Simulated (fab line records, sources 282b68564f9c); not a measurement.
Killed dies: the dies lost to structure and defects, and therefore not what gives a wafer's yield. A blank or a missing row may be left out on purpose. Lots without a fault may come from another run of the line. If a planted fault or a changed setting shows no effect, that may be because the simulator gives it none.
Which tool was responsible? + flow rit cmos + at 1 step of a route of 202, 15 lots with 45 wafers sampled

## WHAT EACH GAUGE READ, for each wafer
No reading from a measuring or inspecting step in the record can be judged against a usual standard deviation.

## EACH LOT AND THE TOOL THAT RAN IT (in order: tool; ch and the chambers of the sampled wafers; start)
| lot  | RIT_NLDD_DEVELOP_05              |
|------|----------------------------------|
| L467 | litho track-03 ch 0, day 3 04:00 |
| L468 | litho track-02 ch 0, day 3 08:00 |
| L469 | litho track-01 ch 0, day 3 14:00 |
| L470 | litho track-02 ch 0, day 3 19:00 |
| L471 | litho track-03 ch 0, day 4 02:00 |
| L472 | litho track-01 ch 0, day 4 05:00 |
| L473 | litho track-02 ch 0, day 4 08:00 |
| L474 | litho track-01 ch 0, day 4 16:00 |
| L477 | litho track-02 ch 0, day 5 01:00 |
| L478 | litho track-01 ch 0, day 5 06:00 |
| L479 | litho track-01 ch 0, day 5 10:00 |
| L480 | litho track-03 ch 0, day 5 14:00 |
| L481 | litho track-01 ch 0, day 5 17:00 |
| L487 | litho track-03 ch 0, day 7 01:00 |
| L488 | litho track-03 ch 0, day 7 08:00 |
- RIT_NLDD_DEVELOP_05: develop time 50 s.

## WHAT THE TOOLS THEMSELVES READ (means of the sampled wafers that have a number; where no wafer has one, the mark that the record gives instead)
RIT_NLDD_DEVELOP_05.
| lot  | tool           | developer temp C (C) |
|------|----------------|----------------------|
| L467 | litho track-03 | 22.94                |
| L468 | litho track-02 | 22.98                |
| L469 | litho track-01 | 22.98                |
| L470 | litho track-02 | 23.06                |
| L471 | litho track-03 | 22.94                |
| L472 | litho track-01 | 22.95                |
| L473 | litho track-02 | 23.02                |
| L474 | litho track-01 | 23.00                |
| L477 | litho track-02 | 23.03                |
| L478 | litho track-01 | 22.05                |
| L479 | litho track-01 | 21.89                |
| L480 | litho track-03 | 23.10                |
| L481 | litho track-01 | 22.02                |
| L487 | litho track-03 | 23.08                |
| L488 | litho track-03 | 23.01                |

## THE ANSWER, worked out from the rows above alone
Rule: what is usual is taken from the lots themselves. Put in order of their means at a reading, lots are off if they are a third of the lots or fewer, leave a main group of 4 or more, and stand apart from it by a gap of 3 or more times the standard deviation of the main group's means; of several such gaps the widest counts. The tables above print the reading to a certain number of digits; a main group whose means all agree to those digits is not used. Also off: a lot with no number at a reading for which 4 or more lots have one. All remaining lots with rows at the step are treated as sound. After the gauges, taken in route order, come the tools' own readings; for these a lot's mean is taken, as printed above. The first step at which some lot is off is used, and at that step the reading that is off furthest; a lot without a number counts as furthest.
Off: L478, L479, L481, at RIT_NLDD_DEVELOP_05 (developer temp C). Main group: mean 23.01 C, sd 0.051.
If a tool, at that step or one of the process steps before it, ran each lot that is off and ran no sound lot following the first of them, it fits. One candidate fits, namely litho track-01 at RIT_NLDD_DEVELOP_05. A fault onset in the window from L474 (day 4 16:00, its last sound lot) to L478 (day 5 06:00, its first lot off) fits.
The tool's own readings at RIT_NLDD_DEVELOP_05 bear it out: on the lots that are off they differ by more than 5 times the standard deviation of the sound lots' means. developer temp C reads 21.99 C there against 23.01 C on the sound lots.

## WHAT THE SIMULATOR PUT IN
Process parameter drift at RIT_NLDD_DEVELOP_05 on litho track-01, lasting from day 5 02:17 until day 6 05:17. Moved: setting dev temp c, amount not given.
Struck lots among those shown: L478, L479, L481. The rule above found the same.
